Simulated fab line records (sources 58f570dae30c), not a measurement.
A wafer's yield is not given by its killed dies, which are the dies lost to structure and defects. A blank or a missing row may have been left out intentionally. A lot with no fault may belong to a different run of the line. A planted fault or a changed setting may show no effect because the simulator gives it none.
Problem report in the 8D (eight disciplines) form, filled by code | flow berkeley-cmos170 | the parts of the form that need people (team, actions taken, sign-off) are left out

## 1. WHAT IS WRONG
strip-time-to-endpoint-s at UCB170_NLDD_STRIP_10 reads a mean of 20.61 s on 6 wafers of 2 lots; wafers without a fault read 21.60 s with a standard deviation of 0.055. That is -18 standard deviations from the usual mean.
The step: strips in O2.
First observed at day 11 09:36: wafer L337.1, on plasma-asher-03. Wafers with a number at this step in the record: 42, from 14 lots. Rule for "out" (also "out of limits"): further than 4 standard deviations from the usual mean. All remaining wafers that have a number are taken as sound.

## 2. WHAT IT IS, AND WHAT IT ISN'T
question                    | is                               | is not
which readings at this step | strip-time-to-endpoint-s         | drypump-motor-current-A, oes-product-au
which lots                  | L337, L341                       | L319, L320, L321, L323, L324, L326, L327, L329, L330, L331, L332, L334
which wafers of those lots  | all that have a number           | -
read on which tools         | plasma-asher-02, plasma-asher-03 | plasma-asher-04
when                        | from day 11 09:36                | up to then (36 sound wafers)

## 3. THE SUSPECTS, EACH WITH WHAT RULES IT OUT
Counting: any tool at a process step up to the reading is kept as a suspect provided that every lot that is out went through it and no sound lot did after the first of them.
- litho-track-04 at UCB170_NLDD_COAT_01 (resist thk 900 nm): kept. It processed each lot that is out, first L337 at day 11 08:09, and no sound lot thereafter; up to then, the last sound lot it processed was L332 at day 10 07:49.
Remaining after the count: litho-track-04 at UCB170_NLDD_COAT_01.

## 4. THE CAUSE (what the simulator had put in)
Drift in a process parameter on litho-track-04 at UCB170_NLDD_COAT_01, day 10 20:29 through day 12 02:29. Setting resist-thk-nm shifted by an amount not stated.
After counting, this tool was the only one left.

## 5. THE CHAIN OF EFFECTS, in route order
Each row: a reading where the mean over the struck wafers with a number is more than 3 standard deviations away from the usual. Readings are gone through only where the record gives a usual standard deviation; hours: the median, over the lots, of the time from a lot's start at the first step in this table giving one to that lot's start at this step; sigmas: the change measured in usual standard deviations.
hours | step                 | reading                  | usual   | on struck wafers | change | sigmas
0     | UCB170_NLDD_STRIP_10 | strip-time-to-endpoint-s | 21.60 s | 20.61            | -0.99  | -18
The process steps in it:
- UCB170_NLDD_STRIP_10: strips in O2.

## 6. HOW IT WOULD HAVE BEEN CAUGHT EARLIER
In this record the first reading out of limits was taken at day 11 09:36, 13 hours after the fault began at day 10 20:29.
No tool reading at UCB170_NLDD_COAT_01 that has a usual standard deviation in the record was out on any struck wafer, so an alarm limit of 4 standard deviations on those readings would not have fired.
Among the 2 lots that are out, L341 began UCB170_NLDD_COAT_01 on litho-track-04 after day 11 09:36. Holding the tool at that time would have saved it.
